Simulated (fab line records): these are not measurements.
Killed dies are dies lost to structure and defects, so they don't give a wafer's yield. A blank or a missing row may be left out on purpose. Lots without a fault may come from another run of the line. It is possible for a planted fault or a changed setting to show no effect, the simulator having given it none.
Which of the tools did it? | flow berkeley_cmos170 | 13 lots (39 wafers sampled), 1 step of a 331-step route

## WHAT EACH GAUGE READ, for each wafer
No reading from a measuring or inspecting step in the record can be judged against a usual standard deviation.

## EACH LOT AND THE TOOL THAT RAN IT (in order: tool; ch and the chambers of the sampled wafers; start)
lot  | UCB170_NLDD_STRIP_10
L585 | plasma_asher-04 ch 0,1, day 6 04:35
L586 | plasma_asher-04 ch 0,1, day 6 05:40
L584 | plasma_asher-02 ch 0,1, day 6 05:49
L590 | plasma_asher-04 ch 0,1, day 7 01:56
L588 | plasma_asher-02 ch 0,1, day 7 02:44
L592 | plasma_asher-02 ch 1, day 7 11:17
L595 | plasma_asher-02 ch 0,1, day 7 21:13
L594 | plasma_asher-04 ch 0,1, day 7 21:48
L593 | plasma_asher-03 ch 0,1, day 7 22:04
L598 | plasma_asher-02 ch 0,1, day 9 04:27
L599 | plasma_asher-04 ch 0,1, day 9 10:52
L606 | plasma_asher-03 ch 0,1, day 10 17:57
L607 | plasma_asher-03 ch 0,1, day 11 04:09
- UCB170_NLDD_STRIP_10: strips in O2.

## AS READ BY THE TOOLS THEMSELVES (means over the sampled wafers that have a number; for cases with no such wafer, the mark the record gives instead)
UCB170_NLDD_STRIP_10.
lot  | tool            | drypump_motor_current_A (A) | oes_product_au (a.u.) | strip_time_to_endpoint_s (s)
L585 | plasma_asher-04 | 5.5                         | 0.736                 | 21.66
L586 | plasma_asher-04 | 5.5                         | 0.738                 | 21.65
L584 | plasma_asher-02 | 6.4                         | 0.728                 | 21.58
L590 | plasma_asher-04 | 5.5                         | 0.740                 | 21.71
L588 | plasma_asher-02 | 6.0                         | 0.739                 | 21.70
L592 | plasma_asher-02 | 6.8                         | 0.729                 | 21.71
L595 | plasma_asher-02 | 6.1                         | 0.738                 | 21.56
L594 | plasma_asher-04 | 5.4                         | 0.736                 | 21.64
L593 | plasma_asher-03 | 5.8                         | 0.734                 | 21.70
L598 | plasma_asher-02 | 6.4                         | 0.977                 | -
L599 | plasma_asher-04 | 5.5                         | 0.729                 | 21.68
L606 | plasma_asher-03 | 5.8                         | 0.733                 | 21.63
L607 | plasma_asher-03 | 5.8                         | 0.734                 | 21.69

## THE ANSWER, worked out from the rows above alone
Rule: the usual values come from the lots themselves. Put in order of their means at a reading, lots are off if they are a third of the lots or fewer, leave a main group of 4 or more, and stand apart from it by a gap of 3 or more times the standard deviation of the main group's means; of several such gaps the widest counts. If all means in a main group match to the digits the tables above print for the reading, that group is not used. Also off: a lot with no number at a reading for which 4 or more lots have one. Any other lot the step has rows for is counted as sound. The gauges are gone through in route order, then the tools' own readings, and for those a lot's mean is taken as printed above. At the first step where some lot is off, the reading lying furthest off is the one used; lots without a number count as furthest.
Off: L598, at UCB170_NLDD_STRIP_10 (strip_time_to_endpoint_s). Without a number there: L598. Mean 21.66 s and standard deviation 0.048 in the main group.
A tool fits if, at that step or a process step before it, it ran every lot that is off, and no sound lot after the first of them. One candidate fits, namely plasma_asher-02 at UCB170_NLDD_STRIP_10. A fault onset in the window from L595 (day 7 21:13, its last sound lot) to L598 (day 9 04:27, its first lot off) fits.
The tool's own readings at UCB170_NLDD_STRIP_10 bear it out: on the lots that are off they differ by more than 5 times the standard deviation of the sound lots' means. oes_product_au reads 0.977 a.u. there against 0.734 a.u. on the sound lots.
Blank at UCB170_NLDD_STRIP_10 on the lots that are off, where sound lots have numbers: strip_time_to_endpoint_s.

## WHAT HAD BEEN PUT IN BY THE SIMULATOR
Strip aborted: plasma_asher-02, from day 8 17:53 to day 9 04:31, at UCB170_NLDD_STRIP_10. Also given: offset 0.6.
Shown lots that were struck: L598. The rule above found the same.
